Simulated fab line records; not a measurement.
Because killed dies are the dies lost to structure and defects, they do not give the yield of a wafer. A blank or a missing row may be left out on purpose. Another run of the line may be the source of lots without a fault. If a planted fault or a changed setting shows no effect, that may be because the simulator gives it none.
What tool caused it? + flow ritCmos + 42 wafers from 14 lots sampled at 4 of the route's 202 steps

## WHAT THE GAUGES SHOWED, per wafer
RIT_NLDD_OVL_MEAS_06.
| lot  | measured    | on         | NLDD_OVL (nm)  |
|------|-------------|------------|----------------|
| L430 | day 2 23:46 | overlay-01 | 2.3 0.2 1.1    |
| L431 | day 3 05:47 | overlay-01 | 0.1 -0.2 -0.9  |
| L432 | day 3 08:50 | overlay-01 | -0.2 -0.1 1.3  |
| L433 | day 3 15:14 | overlay-01 | -1.9 1.5 0.0   |
| L434 | day 3 20:02 | overlay-01 | 1.9 0.1 1.0    |
| L435 | day 3 23:39 | overlay-01 | -0.6 1.6 -0.3  |
| L436 | day 4 06:48 | overlay-01 | -2.3 -2.8 -4.0 |
| L437 | day 4 13:33 | overlay-01 | 3.1 2.2 2.9    |
| L439 | day 4 20:31 | overlay-01 | 0.7 1.0 2.1    |
| L441 | day 5 05:18 | overlay-02 | 0.4 -1.9 0.8   |
| L442 | day 5 11:06 | overlay-02 | 1.3 3.8 3.7    |
| L443 | day 5 13:42 | overlay-02 | 1.0 1.4 1.0    |
| L444 | day 5 20:35 | overlay-02 | -0.1 0.0 1.9   |
| L450 | day 6 22:14 | overlay-01 | -0.2 0.7 -0.1  |

RIT_NSD_TW_MEAS_10.
| lot  | measured    | on           | NSD_TW         |
|------|-------------|--------------|----------------|
| L430 | day 3 05:46 | filmMetro-01 | 3127 3113 3123 |
| L431 | day 3 11:39 | filmMetro-02 | 3098 3094 3092 |
| L432 | day 3 14:53 | filmMetro-02 | 3083 3079 3095 |
| L433 | day 3 21:16 | filmMetro-03 | 3096 3109 3102 |
| L434 | day 4 01:57 | filmMetro-01 | 3144 3104 3111 |
| L435 | day 4 06:43 | filmMetro-03 | 3114 3122 3113 |
| L436 | day 4 12:58 | filmMetro-02 | 3082 3082 3095 |
| L437 | day 4 19:45 | filmMetro-02 | 3093 3096 3092 |
| L439 | day 5 03:05 | filmMetro-01 | 3100 3135 3107 |
| L441 | day 5 12:23 | filmMetro-03 | 3096 3123 3097 |
| L442 | day 5 17:12 | filmMetro-03 | 3112 3102 3102 |
| L443 | day 5 20:31 | filmMetro-01 | 3113 3119 3131 |
| L444 | day 6 03:50 | filmMetro-02 | 3092 3102 3105 |
| L450 | day 7 05:17 | filmMetro-02 | 3115 3102 3116 |

## EACH LOT AND THE TOOL THAT RAN IT (in order: tool; ch and the chambers of the sampled wafers; start)
| lot  | RIT_GATE_ETCH_19               | RIT_NLDD_STRIP_09                  |
|------|--------------------------------|------------------------------------|
| L430 | rieSi-02 ch 0,2,3, day 2 19:29 | plasmaAsher-03 ch 0,1, day 3 00:08 |
| L431 | rieSi-01 ch 2,3, day 3 00:31   | plasmaAsher-02 ch 0,1, day 3 06:10 |
| L432 | rieSi-02 ch 0,2,3, day 3 02:10 | plasmaAsher-04 ch 0,1, day 3 09:13 |
| L433 | rieSi-01 ch 0,1, day 3 08:23   | plasmaAsher-02 ch 0,1, day 3 15:35 |
| L434 | rieSi-02 ch 1,2,3, day 3 15:19 | plasmaAsher-03 ch 0,1, day 3 20:22 |
| L435 | rieSi-01 ch 0,2,3, day 3 18:37 | plasmaAsher-03 ch 0,1, day 3 23:59 |
| L436 | rieSi-02 ch 0,1,2, day 4 01:58 | plasmaAsher-02 ch 0,1, day 4 07:11 |
| L437 | rieSi-01 ch 0,2,3, day 4 08:33 | plasmaAsher-03 ch 0,1, day 4 13:59 |
| L439 | rieSi-01 ch 2,3, day 4 15:26   | plasmaAsher-03 ch 0,1, day 4 20:51 |
| L441 | rieSi-01 ch 0,1,2, day 5 00:47 | plasmaAsher-02 ch 0,1, day 5 05:38 |
| L442 | rieSi-02 ch 1,2,3, day 5 06:44 | plasmaAsher-04 ch 0,1, day 5 11:29 |
| L443 | rieSi-01 ch 1,3, day 5 08:37   | plasmaAsher-03 ch 0,1, day 5 14:02 |
| L444 | rieSi-02 ch 0,1,3, day 5 15:50 | plasmaAsher-04 ch 0,1, day 5 20:56 |
| L450 | rieSi-02 ch 2,3, day 6 17:52   | plasmaAsher-04 ch 0,1, day 6 22:34 |
- RIT_GATE_ETCH_19: etches poly-Si in SF6/CHF3/O2, stops on SiO2, time 165 s, target depth 312.5 nm.
- RIT_NLDD_STRIP_09: strips in O2, time 180 s.

## AS READ BY THE TOOLS THEMSELVES (means over the sampled wafers that have a number; for cases with no such wafer, the mark the record gives instead)
RIT_GATE_ETCH_19.
| lot  | tool     | CHF3_flow_sccm (sccm) | drypumpMotorCurrentA (A) | oesProductAu (a.u.) | runLengthS (s) | throttleValvePct (%) |
|------|----------|-----------------------|--------------------------|---------------------|----------------|----------------------|
| L430 | rieSi-02 | 29.96                 | 5.7                      | 0.836               | 193.2          | 10.22                |
| L431 | rieSi-01 | 29.91                 | 5.3                      | 0.850               | 193.3          | 10.22                |
| L432 | rieSi-02 | 30.03                 | 5.7                      | 0.852               | 193.4          | 10.23                |
| L433 | rieSi-01 | 29.96                 | 5.5                      | 0.865               | 194.0          | 10.31                |
| L434 | rieSi-02 | 29.99                 | 5.6                      | 0.848               | 193.4          | 10.32                |
| L435 | rieSi-01 | 29.95                 | 5.3                      | 0.864               | 193.3          | 10.24                |
| L436 | rieSi-02 | 29.99                 | 5.7                      | 0.857               | 193.4          | 10.34                |
| L437 | rieSi-01 | 30.01                 | 5.3                      | 0.867               | 193.2          | 10.24                |
| L439 | rieSi-01 | 29.98                 | 5.6                      | 0.847               | 193.1          | 10.19                |
| L441 | rieSi-01 | 30.01                 | 5.5                      | 0.719               | 239.8          | 10.29                |
| L442 | rieSi-02 | 29.97                 | 5.6                      | 0.852               | 193.4          | 10.33                |
| L443 | rieSi-01 | 29.93                 | 6.2                      | 0.717               | 239.8          | 10.22                |
| L444 | rieSi-02 | 30.01                 | 6.1                      | 0.840               | 193.4          | 10.30                |
| L450 | rieSi-02 | 30.15                 | 5.2                      | 0.839               | 193.4          | 10.26                |

RIT_NLDD_STRIP_09.
| lot  | tool           | drypumpMotorCurrentA (A) |
|------|----------------|--------------------------|
| L430 | plasmaAsher-03 | 5.7                      |
| L431 | plasmaAsher-02 | 5.5                      |
| L432 | plasmaAsher-04 | 4.9                      |
| L433 | plasmaAsher-02 | 6.0                      |
| L434 | plasmaAsher-03 | 5.6                      |
| L435 | plasmaAsher-03 | 5.6                      |
| L436 | plasmaAsher-02 | 6.0                      |
| L437 | plasmaAsher-03 | 5.6                      |
| L439 | plasmaAsher-03 | 5.7                      |
| L441 | plasmaAsher-02 | 6.0                      |
| L442 | plasmaAsher-04 | 4.9                      |
| L443 | plasmaAsher-03 | 5.5                      |
| L444 | plasmaAsher-04 | 4.9                      |
| L450 | plasmaAsher-04 | 4.9                      |

## THE ANSWER, worked out from the rows above alone
Rule: usual is defined by the lots themselves. Put in order of their means at a reading, lots are off if they are a third of the lots or fewer, leave a main group of 4 or more, and stand apart from it by a gap of 3 or more times the standard deviation of the main group's means; of several such gaps the widest counts. If all means in a main group match to the digits the tables above print for the reading, that group is not used. Also off: a lot with no number at a reading for which 4 or more lots have one. The other lots that the step has rows for count as sound. Order of review: gauges by route order, followed by the tools' own readings, for which a lot's mean as printed above is used. The first step at which some lot is off is used, and at that step the reading that is off furthest; a lot without a number counts as furthest.
Off: L441, L443 (RIT_GATE_ETCH_19, runLengthS). Mean 193.4 s and standard deviation 0.21 in the main group.
A tool fits if, at that step or a process step before it, it ran every lot that is off, and no sound lot after the first of them. One fits: RIT_GATE_ETCH_19 on rieSi-01. A fault onset in the window from L439 (day 4 15:26, its last sound lot) to L441 (day 5 00:47, its first lot off) fits.
The tool's own readings at RIT_GATE_ETCH_19 bear it out: on the lots that are off they differ by more than 5 times the standard deviation of the sound lots' means. oesProductAu reads 0.718 a.u. there against 0.851 a.u. on the sound lots; runLengthS reads 239.8 s there against 193.4 s on the sound lots.

## WHAT THE SIMULATOR HAD PUT IN
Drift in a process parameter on rieSi-01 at RIT_GATE_ETCH_19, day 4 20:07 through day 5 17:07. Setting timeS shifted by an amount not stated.
Struck lots among those shown: L441, L443. The rule given above showed the same thing.
